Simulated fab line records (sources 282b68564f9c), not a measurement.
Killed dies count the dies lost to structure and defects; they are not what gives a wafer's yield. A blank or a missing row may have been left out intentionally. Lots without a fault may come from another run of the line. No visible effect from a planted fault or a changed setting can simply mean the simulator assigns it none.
fab line records || flow ritCmos
record: {"lots": 14, "wafers": 42, "lastDay": 7}
route steps=202 shown REOX@101
lots with no fault: from the same line, run without faults
startH: hours from the record's first day to the start of the lot's first wafer shown || waitH: hours from the lot's prior step to this one || " same as the row above || L1.1+2: a row that stands for several wafers || - either no value or no given start || * or withheld: withheld || < > ~ a bound
route shown NAME@n: names a module that has steps shown in the file, with the first one's number in the route || usual: mean/standard deviation taken from wafers without a fault || same: alike in all rows || chamber/n: place in a boat || sites: readings site by site || _std_site: how widely they spread, as a standard deviation || _edge_site: inner sites' mean taken away from outer sites' mean || radiusMm: how far each site lies from the wafer's centre || mask NAME#n: copy n || behind: the last tool/chamber to shape the wafer || hold: why the lot went on hold/how many hours it stayed there/how the hold came to an end || device: which transistor (n, p or np) failed to switch || end of line: tests of these same wafers at the route's end || a step with no rows: only its recipe || killed: at the first sort, the dies lost to defects and structure; wafer yield is something else || map: per-die view of a wafer (x killed, . not killed, _ where there is no die)
set.NAME: the setting the step ran with; set.NAME@STEP: the setting that earlier step ran with || model.NAME: the simulator's own value behind a step, which no gauge read
the route's steps for a sample of lots (tables are steps, rows are wafers)
services: the hour from which a tool's chamber was out of use, counted from the record's first day as startH (under 0 if before that day), plus the number of hours and why
== steps ==
step: RIT_REOX_OXIDATION_03
recipe: {"tempC": 900, "ambient": "O2", "targetThkA": 252, "oxTimeS": 5580}
usual: {"oxTempC": "900.1/0.4", "oxTempCMax": "904.8/1.4", "zonePowerLoadPct": "26.3/2.9"}
{"lot.wafer": "L545.2", "tool": "furnace-04", "chamber": 0, "startH": 38.99, "waitH": 0.0, "oxTempC": 900.1, "oxTempCMax": 903.7, "zonePowerLoadPct": 22.8}
{"lot.wafer": "L545.3", "tool": "furnace-04", "chamber": 0, "startH": 38.99, "waitH": 0.0, "oxTempC": 900.1, "oxTempCMax": 903.1, "zonePowerLoadPct": 22.3}
{"lot.wafer": "L545.4", "tool": "furnace-04", "chamber": 0, "startH": 38.99, "waitH": 0.0, "oxTempC": 900.5, "oxTempCMax": 902.9, "zonePowerLoadPct": 22.7}
{"lot.wafer": "L546.1", "tool": "furnace-01", "chamber": 0, "startH": 43.22, "waitH": 0.1, "oxTempC": 900.0, "oxTempCMax": 905.6, "zonePowerLoadPct": 29.8}
{"lot.wafer": "L546.3", "tool": "furnace-01", "chamber": 0, "startH": 43.22, "waitH": 0.1, "oxTempC": 899.7, "oxTempCMax": 907.4, "zonePowerLoadPct": 29.9}
{"lot.wafer": "L546.6", "tool": "furnace-01", "chamber": 0, "startH": 43.22, "waitH": 0.1, "oxTempC": 899.5, "oxTempCMax": 905.4, "zonePowerLoadPct": 30.0}
{"lot.wafer": "L547.3", "tool": "furnace-03", "chamber": 0, "startH": 49.99, "waitH": 0.0, "oxTempC": 900.1, "oxTempCMax": 907.1, "zonePowerLoadPct": 26.3}
{"lot.wafer": "L547.4", "tool": "furnace-03", "chamber": 0, "startH": 49.99, "waitH": 0.0, "oxTempC": 899.7, "oxTempCMax": 903.0, "zonePowerLoadPct": 26.1}
{"lot.wafer": "L547.5", "tool": "furnace-03", "chamber": 0, "startH": 49.99, "waitH": 0.0, "oxTempC": 900.3, "oxTempCMax": 904.2, "zonePowerLoadPct": 26.1}
{"lot.wafer": "L551.1", "tool": "furnace-03", "chamber": 0, "startH": 70.43, "waitH": 0.0, "oxTempC": 900.4, "oxTempCMax": 905.2, "zonePowerLoadPct": 25.9}
{"lot.wafer": "L551.4", "tool": "furnace-03", "chamber": 0, "startH": 70.43, "waitH": 0.0, "oxTempC": 900.5, "oxTempCMax": 904.9, "zonePowerLoadPct": 25.9}
{"lot.wafer": "L551.6", "tool": "furnace-03", "chamber": 0, "startH": 70.43, "waitH": 0.0, "oxTempC": 900.7, "oxTempCMax": 905.9, "zonePowerLoadPct": 26.3}
{"lot.wafer": "L555.1", "tool": "furnace-03", "chamber": "-", "startH": 87.42, "waitH": 0.0, "oxTempC": "-", "oxTempCMax": "-", "zonePowerLoadPct": "-"}
{"lot.wafer": "L555.3", "tool": "furnace-03", "chamber": "-", "startH": 87.42, "waitH": 0.0, "oxTempC": "-", "oxTempCMax": "-", "zonePowerLoadPct": "-"}
{"lot.wafer": "L555.4", "tool": "furnace-03", "chamber": "-", "startH": 87.42, "waitH": 0.0, "oxTempC": "-", "oxTempCMax": "-", "zonePowerLoadPct": "-"}
{"lot.wafer": "L556.4", "tool": "furnace-03", "chamber": "-", "startH": 93.44, "waitH": 0.0, "oxTempC": "-", "oxTempCMax": "-", "zonePowerLoadPct": "-"}
{"lot.wafer": "L556.5", "tool": "furnace-03", "chamber": "-", "startH": 93.44, "waitH": 0.0, "oxTempC": "-", "oxTempCMax": "-", "zonePowerLoadPct": "-"}
{"lot.wafer": "L556.6", "tool": "furnace-03", "chamber": "-", "startH": 93.44, "waitH": 0.0, "oxTempC": "-", "oxTempCMax": "-", "zonePowerLoadPct": "-"}
{"lot.wafer": "L559.3", "tool": "furnace-04", "chamber": 0, "startH": 107.88, "waitH": 0.6, "oxTempC": 899.8, "oxTempCMax": 903.7, "zonePowerLoadPct": 22.6}
{"lot.wafer": "L559.4", "tool": "furnace-04", "chamber": 0, "startH": 107.88, "waitH": 0.6, "oxTempC": 899.7, "oxTempCMax": 902.3, "zonePowerLoadPct": 22.9}
{"lot.wafer": "L559.5", "tool": "furnace-04", "chamber": 0, "startH": 107.88, "waitH": 0.6, "oxTempC": 899.9, "oxTempCMax": 903.3, "zonePowerLoadPct": 22.6}
{"lot.wafer": "L562.3", "tool": "furnace-03", "chamber": 0, "startH": 123.88, "waitH": 0.0, "oxTempC": 899.9, "oxTempCMax": 905.4, "zonePowerLoadPct": 25.7}
{"lot.wafer": "L562.4", "tool": "furnace-03", "chamber": 0, "startH": 123.88, "waitH": 0.0, "oxTempC": 900.3, "oxTempCMax": 905.2, "zonePowerLoadPct": 26.2}
{"lot.wafer": "L562.5", "tool": "furnace-03", "chamber": 0, "startH": 123.88, "waitH": 0.0, "oxTempC": 899.9, "oxTempCMax": 905.1, "zonePowerLoadPct": 25.8}
{"lot.wafer": "L563.2", "tool": "furnace-03", "chamber": 0, "startH": 128.59, "waitH": 0.0, "oxTempC": 900.1, "oxTempCMax": 904.9, "zonePowerLoadPct": 25.9}
{"lot.wafer": "L563.4", "tool": "furnace-03", "chamber": 0, "startH": 128.59, "waitH": 0.0, "oxTempC": 900.0, "oxTempCMax": 904.6, "zonePowerLoadPct": 26.1}
{"lot.wafer": "L563.5", "tool": "furnace-03", "chamber": 0, "startH": 128.59, "waitH": 0.0, "oxTempC": 900.1, "oxTempCMax": 904.1, "zonePowerLoadPct": 25.9}
{"lot.wafer": "L564.3", "tool": "furnace-01", "chamber": 0, "startH": 134.42, "waitH": 2.4, "oxTempC": 900.3, "oxTempCMax": 905.8, "zonePowerLoadPct": 29.8}
{"lot.wafer": "L564.4", "tool": "furnace-01", "chamber": 0, "startH": 134.42, "waitH": 2.4, "oxTempC": 900.7, "oxTempCMax": 904.9, "zonePowerLoadPct": 30.4}
{"lot.wafer": "L564.5", "tool": "furnace-01", "chamber": 0, "startH": 134.42, "waitH": 2.4, "oxTempC": 900.9, "oxTempCMax": 907.9, "zonePowerLoadPct": 29.4}
{"lot.wafer": "L565.1", "tool": "furnace-01", "chamber": 0, "startH": 140.96, "waitH": 0.0, "oxTempC": 900.1, "oxTempCMax": 908.1, "zonePowerLoadPct": 30.0}
{"lot.wafer": "L565.2", "tool": "furnace-01", "chamber": 0, "startH": 140.96, "waitH": 0.0, "oxTempC": 899.8, "oxTempCMax": 904.5, "zonePowerLoadPct": 29.9}
{"lot.wafer": "L565.6", "tool": "furnace-01", "chamber": 0, "startH": 140.96, "waitH": 0.0, "oxTempC": 900.3, "oxTempCMax": 908.3, "zonePowerLoadPct": 29.8}
{"lot.wafer": "L566.2", "tool": "furnace-04", "chamber": 0, "startH": 142.50, "waitH": 0.0, "oxTempC": 899.6, "oxTempCMax": 902.8, "zonePowerLoadPct": 22.4}
{"lot.wafer": "L566.4", "tool": "furnace-04", "chamber": 0, "startH": 142.50, "waitH": 0.0, "oxTempC": 899.5, "oxTempCMax": 902.3, "zonePowerLoadPct": 23.0}
{"lot.wafer": "L566.6", "tool": "furnace-04", "chamber": 0, "startH": 142.50, "waitH": 0.0, "oxTempC": 899.2, "oxTempCMax": 902.4, "zonePowerLoadPct": 22.5}
{"lot.wafer": "L567.3", "tool": "furnace-04", "chamber": 0, "startH": 148.62, "waitH": 0.0, "oxTempC": 900.2, "oxTempCMax": 903.0, "zonePowerLoadPct": 22.7}
{"lot.wafer": "L567.4", "tool": "furnace-04", "chamber": 0, "startH": 148.62, "waitH": 0.0, "oxTempC": 900.6, "oxTempCMax": 903.1, "zonePowerLoadPct": 22.9}
{"lot.wafer": "L567.5", "tool": "furnace-04", "chamber": 0, "startH": 148.62, "waitH": 0.0, "oxTempC": 900.1, "oxTempCMax": 903.1, "zonePowerLoadPct": 23.0}
{"lot.wafer": "L568.1", "tool": "furnace-01", "chamber": 0, "startH": 154.47, "waitH": 0.0, "oxTempC": 899.5, "oxTempCMax": 905.5, "zonePowerLoadPct": 29.4}
{"lot.wafer": "L568.2", "tool": "furnace-01", "chamber": 0, "startH": 154.47, "waitH": 0.0, "oxTempC": 900.2, "oxTempCMax": 908.4, "zonePowerLoadPct": 30.1}
{"lot.wafer": "L568.3", "tool": "furnace-01", "chamber": 0, "startH": 154.47, "waitH": 0.0, "oxTempC": 900.4, "oxTempCMax": 905.3, "zonePowerLoadPct": 29.6}
== services ==
{"tool": "furnace-01", "chamber": "-", "startH": 76.94, "hours": 2.8, "kind": "pm"}
{"tool": "furnace-03", "chamber": "-", "startH": 131.14, "hours": 3.7, "kind": "pm"}
{"tool": "furnace-03", "chamber": "-", "startH": 139.86, "hours": 2.1, "kind": "pm"}
== key ==
firstSign: {"step": "RIT_REOX_OXIDATION_03", "reading": "toolRecord", "direction": "missing"}
effect none on later readings
metAt RIT_REOX_OXIDATION_03
struckLots L555,L556
laterRowsLeftOut L555.1,L555.3,L555.4,L556.4,L556.5,L556.6
sortLeftOut L555.1,L555.3,L555.4,L556.4,L556.5,L556.6
testerLeftOut L555,L556
onsetBetween 70.43 87.42
fault: {"kind": "skippedStepWhole", "tool": "furnace-03", "chamber": "-", "onsetH": 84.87, "steps": "RIT_REOX_OXIDATION_03", "scope": "struckLotsOnly"}
testerLeftOut: of these lots the tester's yield and bins aren't shown, on N5 and GAA mostly nor the transistor test; their killed dies are dies lost to structure and defects alone, not to doping, threshold or leakage, so they don't give the yield
sortLeftOut: the simulated sort isn't trusted on such a fault, so these wafers' sort isn't shown, and their yield isn't known
laterRowsLeftOut: the simulator's readings of these wafers behind a module that went badly wrong aren't trusted and aren't shown, but for the sort
